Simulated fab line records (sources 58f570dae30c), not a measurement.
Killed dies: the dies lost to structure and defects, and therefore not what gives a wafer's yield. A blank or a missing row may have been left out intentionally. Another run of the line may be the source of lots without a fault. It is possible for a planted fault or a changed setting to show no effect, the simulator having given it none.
Code-filled problem report in 8D (eight disciplines) form || flow berkeley-cmos170 || the parts of the form that need people (team, actions taken, sign-off) are left out

## 1. WHAT IS WRONG
Mean of rf-fwd-power-W at UCB170_M3_ETCH_17: 415.4 W across 6 wafers in 2 lots; on wafers with no fault it is 495.5 W (standard deviation 1.7). That is -47 standard deviations from the usual mean.
The step: etches BARC in N2/H2.
The first sign was on wafer L777.2 at day 12 11:05, on rie-diel-01. The record has a number at this step for 42 wafers belonging to 14 lots. Rule for "out" (also "out of limits"): further than 4 standard deviations from the usual mean. All remaining wafers that have a number are taken as sound.

## 2. WHAT IT IS, WHAT IT ISN'T
{"question": "which readings at this step", "is": "rf-fwd-power-W, oes-product-au", "is not": "drypump-motor-current-A, throttle-valve-pct"}
{"question": "which lots", "is": "L777, L781", "is not": "L762, L764, L765, L766, L768, L769, L770, L772, L773, L774, L776, L783"}
{"question": "which wafers of those lots", "is": "all that have a number", "is not": "-"}
{"question": "read on which tools", "is": "rie-diel-01", "is not": "rie-diel-03, rie-diel-04"}
{"question": "when", "is": "from day 12 11:05", "is not": "up to then (33 sound wafers); but 3 sound wafers of L783 came after"}

## 3. SUSPECTS, AND WHAT RULES EACH OUT
Counting: any tool at a process step up to the reading is kept as a suspect provided that every lot that is out went through it and no sound lot did after the first of them.
- rie-diel-01 at UCB170_M3_ETCH_17 (etches BARC in N2/H2): kept. It ran every lot that is out, first L777 (day 12 11:05), and no sound lot after that; its last sound lot up to then is L776 (day 11 21:49). Its own readings are out on those wafers: oes-product-au, rf-fwd-power-W.
Left after counting: rie-diel-01 at UCB170_M3_ETCH_17.

## 4. THE CAUSE (what the simulator had put in)
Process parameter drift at UCB170_M3_ETCH_17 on rie-diel-01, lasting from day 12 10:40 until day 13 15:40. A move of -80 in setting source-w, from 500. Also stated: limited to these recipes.
Counting left only this tool.

## 5. THE CHAIN OF EFFECTS, in route order
Rows list readings where the struck wafers' mean (over those with a number) sits beyond 3 standard deviations from the usual. Only readings for which the record gives a usual standard deviation are gone through. hours: the time from each lot's start at the first step in this table that gives one to its start at this step, as a median over the lots. sigmas: the change in usual standard deviations.
{"hours": 0, "step": "UCB170_M3_ETCH_17", "reading": "oes-product-au", "usual": "1.012 a.u.", "on struck wafers": 0.921, "change": -0.091, "sigmas": -5.1}
{"hours": 0, "step": "UCB170_M3_ETCH_17", "reading": "rf-fwd-power-W", "usual": "495.5 W", "on struck wafers": 415.4, "change": -80.1, "sigmas": -47}
Here are the process steps it includes:
- UCB170_M3_ETCH_17: etches BARC in N2/H2.

## 6. HOW IT WOULD HAVE BEEN CAUGHT EARLIER
The fault began at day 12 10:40; the first out-of-limits reading in this record came at day 12 11:05, 0 hours later.
